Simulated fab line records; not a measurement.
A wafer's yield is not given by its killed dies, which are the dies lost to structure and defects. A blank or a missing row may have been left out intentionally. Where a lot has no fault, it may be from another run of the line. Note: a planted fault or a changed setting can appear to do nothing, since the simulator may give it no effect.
Which tool is to blame? ; flow rit-cmos ; Sampling: 14 lots, 42 wafers, 2 of 202 route steps

WHAT EACH GAUGE READ, for each wafer
The record holds no reading of a measuring or inspecting step that can be judged against a usual standard deviation.

WHICH TOOL RAN EACH LOT (tool, then ch and the chambers of the sampled wafers, then the start)
lot;RIT_PLDD_STRIP_09;RIT_M1_PROBE_99
L849;plasma-asher-04 ch 0,1, day 3 01:34;-
L850;plasma-asher-03 ch 0,1, day 3 07:35;prober-02, day 3 21:22
L851;plasma-asher-04 ch 0,1, day 3 10:38;-
L852;plasma-asher-03 ch 0, day 3 17:08;-
L853;plasma-asher-01 ch 0,1, day 3 21:52;-
L856;plasma-asher-03 ch 0,1, day 4 15:36;-
L858;plasma-asher-03 ch 0,1, day 4 22:25;prober-02, day 5 12:52
L864;plasma-asher-01 ch 0,1, day 6 04:22;prober-01, day 6 18:26
L865;plasma-asher-04 ch 0,1, day 6 07:05;prober-02, day 6 22:07
L867;plasma-asher-01 ch 0,1, day 6 19:24;-
L869;plasma-asher-01 ch 0,1, day 7 00:06;prober-02, day 7 14:41
L870;plasma-asher-04 ch 0,1, day 7 08:29;prober-01, day 7 21:51
L871;plasma-asher-01 ch 0,1, day 7 10:38;-
L872;plasma-asher-01 ch 0,1, day 7 19:25;prober-01, day 8 09:20
- RIT_PLDD_STRIP_09: strips in O2, time 180 s.
- RIT_M1_PROBE_99

AS READ BY THE TOOLS THEMSELVES (means over the sampled wafers that have a number; for cases with no such wafer, the mark the record gives instead)
RIT_PLDD_STRIP_09. Usual: chamber-pressure-mTorr 4000 mTorr, standard deviation 4.3; drypump-motor-current-A 5.1 A, standard deviation 0.36.
lot;tool;chamber-pressure-mTorr (mTorr);drypump-motor-current-A (A);flag
L849;plasma-asher-04;3998;4.9;
L850;plasma-asher-03;4001;5.5;
L851;plasma-asher-04;3998;5.0;
L852;plasma-asher-03;4000;5.8;
L853;plasma-asher-01;4002;4.9;
L856;plasma-asher-03;4000;5.5;
L858;plasma-asher-03;3998;5.5;
L864;plasma-asher-01;-;-;OFF
L865;plasma-asher-04;-;-;OFF
L867;plasma-asher-01;4004;5.1;
L869;plasma-asher-01;4000;5.1;
L870;plasma-asher-04;3997;4.9;
L871;plasma-asher-01;4001;5.1;
L872;plasma-asher-01;4000;5.1;

RIT_M1_PROBE_99. Usual: killed-at-contacts 0.0, standard deviation 0.22; killed-at-front-end 6.6, standard deviation 3; killed-dies 6.6, standard deviation 3; killed-on-rim 1.8, standard deviation 1.4; killed-open 3.4, standard deviation 2; killed-short 3.2, standard deviation 2.
lot;tool;killed-at-contacts;killed-at-front-end;killed-dies;killed-on-rim;killed-open;killed-short;flag
L850;prober-02;0.3;7.7;8.0;1.7;3.3;4.7;
L858;prober-02;0.0;4.3;4.3;2.3;1.3;3.0;
L864;prober-01;0.3;263.7;264.0;70.0;4.3;3.3;OFF
L865;prober-02;0.0;264.0;264.0;70.0;2.3;4.0;OFF
L869;prober-02;0.3;7.3;7.7;3.0;5.3;2.3;
L870;prober-01;0.0;4.0;4.0;0.7;1.7;2.3;
L872;prober-01;0.0;7.3;7.3;0.7;5.0;2.3;

THE ANSWER, worked out from the rows above alone
Rule: a lot counts as off when the mean over its wafers that have a number is more than 3 standard deviations away from the usual mean. Also off: a lot with no number at a reading for which 4 or more lots have one. Where the step has rows for the other lots, those lots are counted as sound. The gauges are gone through in route order, then the tools' own readings, and for those a lot's mean is taken as printed above. At the first step where some lot is off, the reading lying furthest off is the one used; lots without a number count as furthest.
Off, at RIT_PLDD_STRIP_09 on chamber-pressure-mTorr: L864, L865. Without a number there: L864, L865.
If a tool, at that step or one of the process steps before it, ran each lot that is off and ran no sound lot following the first of them, it fits. None of those tried fits.

WHAT WAS PUT IN BY THE SIMULATOR
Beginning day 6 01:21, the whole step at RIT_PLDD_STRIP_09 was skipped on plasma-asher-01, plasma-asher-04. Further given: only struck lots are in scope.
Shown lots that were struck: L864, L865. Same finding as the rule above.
